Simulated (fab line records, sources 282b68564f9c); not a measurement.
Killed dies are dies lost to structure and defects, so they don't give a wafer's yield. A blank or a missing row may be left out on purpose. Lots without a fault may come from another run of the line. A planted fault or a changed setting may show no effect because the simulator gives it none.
Which tool did it? | flow rit_cmos | 14 lots, 42 wafers sampled, at 2 steps of a route of 202

WHAT THE GAUGES READ, wafer by wafer
The record holds no reading of a measuring or inspecting step that can be judged against a usual standard deviation.

WHICH TOOL RAN EACH LOT (tool, then ch and the chambers of the sampled wafers, then the start)
lot  | RIT_SPACER_ETCHBACK_05            | RIT_M1_PROBE_99
L868 | rie_diel-01 ch 0,2,3, day 3 04:11 | prober-01, day 3 15:35
L870 | rie_diel-02 ch 0,1, day 3 13:22   | prober-01, day 4 00:31
L871 | rie_diel-01 ch 0,2,3, day 3 19:44 | prober-02, day 4 06:45
L872 | rie_diel-03 ch 0,1,2, day 4 00:26 | prober-01, day 4 11:12
L874 | rie_diel-01 ch 0,2,3, day 4 11:19 | prober-01, day 4 22:28
L875 | rie_diel-01 ch 0,2,3, day 4 18:08 | prober-02, day 5 05:24
L876 | rie_diel-02 ch 1,2, day 4 22:01   | prober-01, day 5 09:25
L879 | rie_diel-01 ch 0,2,3, day 5 10:44 | prober-02, day 5 21:43
L880 | rie_diel-01 ch 0,2, day 5 15:33   | prober-01, day 6 02:51
L882 | rie_diel-02 ch 0,1,2, day 6 02:04 | prober-02, day 6 13:17
L884 | rie_diel-02 ch 0,1,2, day 6 10:34 | prober-02, day 6 22:07
L886 | rie_diel-02 ch 1,3, day 6 21:56   | prober-02, day 7 08:56
L887 | rie_diel-03 ch 0,2,3, day 6 23:56 | prober-01, day 7 10:57
L890 | rie_diel-03 ch 1,2,3, day 7 15:03 | prober-02, day 8 02:04
- RIT_SPACER_ETCHBACK_05: etches Si3N4 in SF6/CHF3, stops on SiO2, target depth 250 nm, time 240 s.
- RIT_M1_PROBE_99

WHAT THE TOOLS THEMSELVES READ (means of the sampled wafers that have a number; where no wafer has one, the mark that the record gives instead)
RIT_SPACER_ETCHBACK_05.
lot  | tool        | drypump_motor_current_A (A) | oes_product_au (a.u.) | throttle_valve_pct (%)
L868 | rie_diel-01 | 5.6                         | 0.844                 | 10.23
L870 | rie_diel-02 | 5.4                         | 0.852                 | 10.20
L871 | rie_diel-01 | 5.6                         | 0.841                 | 10.23
L872 | rie_diel-03 | 5.7                         | 0.843                 | 10.23
L874 | rie_diel-01 | 5.6                         | 0.851                 | 10.22
L875 | rie_diel-01 | 5.6                         | 0.844                 | 10.24
L876 | rie_diel-02 | 5.3                         | 0.842                 | 10.18
L879 | rie_diel-01 | 5.7                         | 0.687                 | 10.17
L880 | rie_diel-01 | 6.0                         | 0.683                 | 10.07
L882 | rie_diel-02 | 5.3                         | 0.847                 | 10.17
L884 | rie_diel-02 | 5.3                         | 0.851                 | 10.18
L886 | rie_diel-02 | 5.9                         | 0.839                 | 10.36
L887 | rie_diel-03 | 5.5                         | 0.845                 | 10.17
L890 | rie_diel-03 | 5.6                         | 0.848                 | 10.16

RIT_M1_PROBE_99.
lot  | tool      | killed_at_contacts | killed_at_front_end | killed_dies | killed_on_rim | killed_open | killed_short
L868 | prober-01 | 0.0                | 8.3                 | 8.3         | 2.3           | 5.0         | 3.3
L870 | prober-01 | 0.0                | 7.3                 | 7.3         | 1.3           | 3.7         | 3.7
L871 | prober-02 | 0.0                | 8.0                 | 8.0         | 2.0           | 5.0         | 3.0
L872 | prober-01 | 0.0                | 6.0                 | 6.0         | 1.0           | 3.3         | 2.7
L874 | prober-01 | 0.0                | 7.0                 | 7.0         | 1.7           | 4.0         | 3.0
L875 | prober-02 | 0.0                | 6.0                 | 6.0         | 1.3           | 3.0         | 3.0
L876 | prober-01 | 0.0                | 5.3                 | 5.3         | 1.0           | 2.0         | 3.3
L879 | prober-02 | 0.0                | 264.0               | 264.0       | 70.0          | 2.7         | 4.3
L880 | prober-01 | 0.0                | 264.0               | 264.0       | 70.0          | 2.0         | 2.3
L882 | prober-02 | 0.0                | 5.3                 | 5.3         | 1.7           | 3.7         | 1.7
L884 | prober-02 | 0.0                | 6.3                 | 6.3         | 2.0           | 2.3         | 4.0
L886 | prober-02 | 0.3                | 5.0                 | 5.3         | 1.3           | 3.7         | 1.7
L887 | prober-01 | 0.7                | 5.0                 | 5.7         | 0.7           | 2.0         | 3.7
L890 | prober-02 | 0.0                | 10.7                | 10.7        | 3.0           | 3.7         | 7.0

THE ANSWER, worked out from the rows above alone
Rule: what is usual is taken from the lots themselves. Put in order of their means at a reading, lots are off if they are a third of the lots or fewer, leave a main group of 4 or more, and stand apart from it by a gap of 3 or more times the standard deviation of the main group's means; of several such gaps the widest counts. A main group whose means are all the same, to the digits that the tables above print for the reading, isn't used. A lot without any number at a reading at which 4 lots or more have one is off too. The other lots that the step has rows for count as sound. The gauges are gone through in route order, then the tools' own readings, and for those a lot's mean is taken as printed above. The first step at which some lot is off is used, and at that step the reading that is off furthest; a lot without a number counts as furthest.
Off: L879, L880, at RIT_SPACER_ETCHBACK_05 (oes_product_au). The main group: mean 0.846 a.u., standard deviation 0.0041.
A tool fits if, at that step or a process step before it, it ran every lot that is off, and no sound lot after the first of them. One fits: rie_diel-01 at RIT_SPACER_ETCHBACK_05. Its last sound lot is L875 (day 4 18:08), its first lot that is off L879 (day 5 10:44): a fault that began between those two fits.
The tool's own readings at RIT_SPACER_ETCHBACK_05 bear it out: on the lots that are off they differ by more than 5 times the standard deviation of the sound lots' means. oes_product_au reads 0.685 a.u. there against 0.846 a.u. on the sound lots.

WHAT THE SIMULATOR HAD PUT IN
Process parameter drift: rie_diel-01, from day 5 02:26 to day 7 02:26, at RIT_SPACER_ETCHBACK_05. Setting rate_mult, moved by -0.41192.
Lots struck among those shown: L879, L880. The rule above found the same.
